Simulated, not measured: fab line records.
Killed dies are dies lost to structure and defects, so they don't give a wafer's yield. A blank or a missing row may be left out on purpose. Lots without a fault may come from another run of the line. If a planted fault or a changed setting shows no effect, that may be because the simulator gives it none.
A struck lot beside a sound one | flow ritCmos | 44 out of 202 route steps
Sound: these wafers, L394.2, L394.4, L394.5. Wafers struck: L406.2, L406.4, L406.5. The cause is given at the end.
At each step with rows: each side's tool, then ch and its chambers, then its first start. Under that, the readings that differ: sound wafers | struck wafers | difference of the means | sigmas: that difference in standard deviations of wafers without a fault.
alike: a reading whose means differ by less than 2 such deviations, as well as words and numbers matching on both sides. not compared: withheld readings; readings where some wafer has no value; bounds like >300 that might hide an equal value; numbers whose values overlap and for which the record gives no deviation.
The two part at a step that has a row with sigmas, a row that says differs or no value, or rows on one side only. Numbers that have no deviation but don't overlap get no sigmas and don't part them. A reading missing from all wafers of one side parts the sides only when that side holds two or more wafers.

first, 1 step without rows for these wafers: RIT_PRETRO_IMPLANT_08.
RIT_PRETRO_STRIP_09: strips in O2, time 180 s.
  sound on plasmaAsher-03 ch 0,1, day 2 19:28; struck on plasmaAsher-01 ch 0,1, day 5 13:50
  alike: drypumpMotorCurrentA, rfReflPowerW
  not compared: rfHoursCounterH
RIT_PRETRO_TW_MEAS_10:
  sound on filmMetro-04 at day 2 19:39; struck on filmMetro-04 at day 5 14:01
  alike: PRETRO_TW
then, 5 steps without rows for these wafers: RIT_GATE_WET_ETCH_00 (etches SiO2 in BOE, target depth 56 nm, time 60 s); RIT_GATE_CLEAN_01 (cleans in SC1, time 600 s); RIT_GATE_CLEAN_02 (cleans in dHF, time 30 s); RIT_GATE_CLEAN_03 (cleans in SC2, time 600 s); RIT_GATE_CLEAN_04 (cleans in dHF, time 60 s).
RIT_FOX2_THK_MEAS_91:
  sound on filmMetro-02 at day 2 20:08; struck on filmMetro-03 at day 5 14:30
  alike: FIELD_OXIDE_LEFT_2_THK
then, 2 steps without rows for these wafers: RIT_GATE_OXIDATION_05 (target thk 3 nm, ox time 270 s); RIT_GATE_ANNEAL_06 (time 600 s).
RIT_GATE_THK_MEAS_07:
  sound on filmMetro-01 at day 3 00:15; struck on filmMetro-01 at day 6 02:35
  alike: GATE_OXIDE_THK
RIT_GATE_CVD_08: deposits poly-Si from SiH4, target thk 250 nm, time 2220 s.
  sound on lpcvd-02 ch 0, day 3 01:19; struck on lpcvd-02 ch 0, day 6 03:26
reading                                 | sound             | struck            | difference | sigmas
model.poly-Si_of_GATE_CVD_08.thkNm (nm) | 250.3 250.6 248.5 | 168.2 168.4 169.2 | -81.2      | 
  alike: sih4FlowSccm, spikeTcSourceC
RIT_GATE_THK_MEAS_09:
  sound on filmMetro-02 at day 3 02:56; struck on filmMetro-03 at day 6 05:52
reading            | sound             | struck            | difference | sigmas
GATE_POLY_THK (nm) | 250.3 250.6 248.5 | 168.2 168.5 169.2 | -81.2      | -37
then, 6 steps without rows for these wafers: RIT_GATE_HMDS_10 (prime time 60 s); RIT_GATE_COAT_11 (resist thk 850 nm); RIT_GATE_SOFTBAKE_12 (time 60 s); RIT_GATE_EXPOSE_13 (exposes mask M6, target cd 150 nm); RIT_GATE_PEB_14; RIT_GATE_DEVELOP_15 (develop time 51.85 s).
RIT_GATE_CD_MEAS_16: the cd target is 150 nm.
  sound on cdSem-02 at day 3 03:58; struck on cdSem-01 at day 6 07:02
  alike: cdNm
RIT_GATE_OVL_MEAS_17:
  sound on overlay-02 at day 3 04:05; struck on overlay-01 at day 6 07:08
  alike: GATE_OVL
then, 1 step without rows for these wafers: RIT_GATE_HARDBAKE_18 (time 60 s).
RIT_GATE_ETCH_19: etches poly-Si in SF6/CHF3/O2, stops on SiO2, time 165 s, target depth 312.5 nm.
  sound on rieSi-01 ch 0,3, day 3 04:16; struck on rieSi-01 ch 0,2, day 6 07:19
reading                        | sound             | struck            | difference | sigmas
oesProductAu (a.u.)            | 0.828 0.874 0.832 | 0.663 0.658 0.677 | -0.179     | -13
model.etch.depthNm (nm)        | 250.3 250.6 248.5 | 168.2 168.4 169.2 | -81.2      | 
model.GATE.featureDepthNm (nm) | 250.3 250.6 248.5 | 168.2 168.4 169.2 | -81.2      | 
  alike: drypumpMotorCurrentA, throttleValvePct
  not compared: rfHoursCounterH
RIT_GATE_STRIP_20: strips in O2, time 180 s.
  sound on plasmaAsher-02 ch 0,1, day 3 04:22; struck on plasmaAsher-01 ch 0, day 6 07:25
  alike: drypumpMotorCurrentA, rfReflPowerW
  not compared: rfHoursCounterH
RIT_GATE_CD_MEAS_90: the cd target is 150 nm.
  sound on cdSem-02 at day 3 04:34; struck on cdSem-01 at day 6 07:37
  alike: cdNm
then, 4 steps without rows for these wafers: RIT_REOX_CLEAN_00 (cleans in SC1, time 600 s); RIT_REOX_CLEAN_01 (cleans in dHF, time 30 s); RIT_REOX_CLEAN_02 (cleans in SC2, time 600 s); RIT_REOX_OXIDATION_03 (target thk 25.2 nm, ox time 5580 s).
RIT_REOX_THK_MEAS_04:
  sound on filmMetro-03 at day 3 09:11; struck on filmMetro-03 at day 6 14:16
  alike: REOX_OXIDE_THK
then, 6 steps without rows for these wafers: RIT_NLDD_HMDS_00 (prime time 60 s); RIT_NLDD_COAT_01 (resist thk 1000 nm); RIT_NLDD_SOFTBAKE_02 (time 60 s); RIT_NLDD_EXPOSE_03 (exposes mask M7, target cd 40700 nm); RIT_NLDD_PEB_04; RIT_NLDD_DEVELOP_05 (develop time 50 s).
RIT_NLDD_OVL_MEAS_06:
  sound on overlay-02 at day 3 10:12; struck on overlay-02 at day 6 15:10
  alike: NLDD_OVL
then, 2 steps without rows for these wafers: RIT_NLDD_HARDBAKE_07 (time 60 s); RIT_NLDD_IMPLANT_08.
RIT_NLDD_STRIP_09: strips in O2, time 180 s.
  sound on plasmaAsher-03 ch 0, day 3 10:32; struck on plasmaAsher-04 ch 0,1, day 6 15:30
  alike: drypumpMotorCurrentA, rfReflPowerW
  not compared: rfHoursCounterH
RIT_NLDD_TW_MEAS_10:
  sound on filmMetro-04 at day 3 10:43; struck on filmMetro-04 at day 6 15:41
  alike: NLDD_TW
RIT_SDANNEAL_CLEAN_02: cleans in SC2, time 600 s.
  sound on wetBench-02 ch 1, day 3 18:02; struck on wetBench-02 ch 1, day 6 23:22
reading                                 | sound           | struck            | difference | sigmas
model.poly-Si_of_GATE_CVD_08.thkNm (nm) | 163.5 164 162.4 | 81.82 81.44 82.01 | -81.54     | 
RIT_M1_PROBE_99:
  sound on prober-01 at day 4 01:50; struck on prober-01 at day 7 07:12
  alike: killedAtContacts, killedAtFrontEnd, killedDies, killedOpen, killedShort

WHERE THEY PART
Earliest at RIT_GATE_THK_MEAS_09; latest, in this record, at RIT_GATE_ETCH_19. Later steps at which nothing parts them and some readings are alike: RIT_GATE_STRIP_20, RIT_GATE_CD_MEAS_90, RIT_REOX_THK_MEAS_04, RIT_NLDD_OVL_MEAS_06, RIT_NLDD_STRIP_09, RIT_NLDD_TW_MEAS_10, RIT_M1_PROBE_99.

WHY: whatever the simulator had introduced
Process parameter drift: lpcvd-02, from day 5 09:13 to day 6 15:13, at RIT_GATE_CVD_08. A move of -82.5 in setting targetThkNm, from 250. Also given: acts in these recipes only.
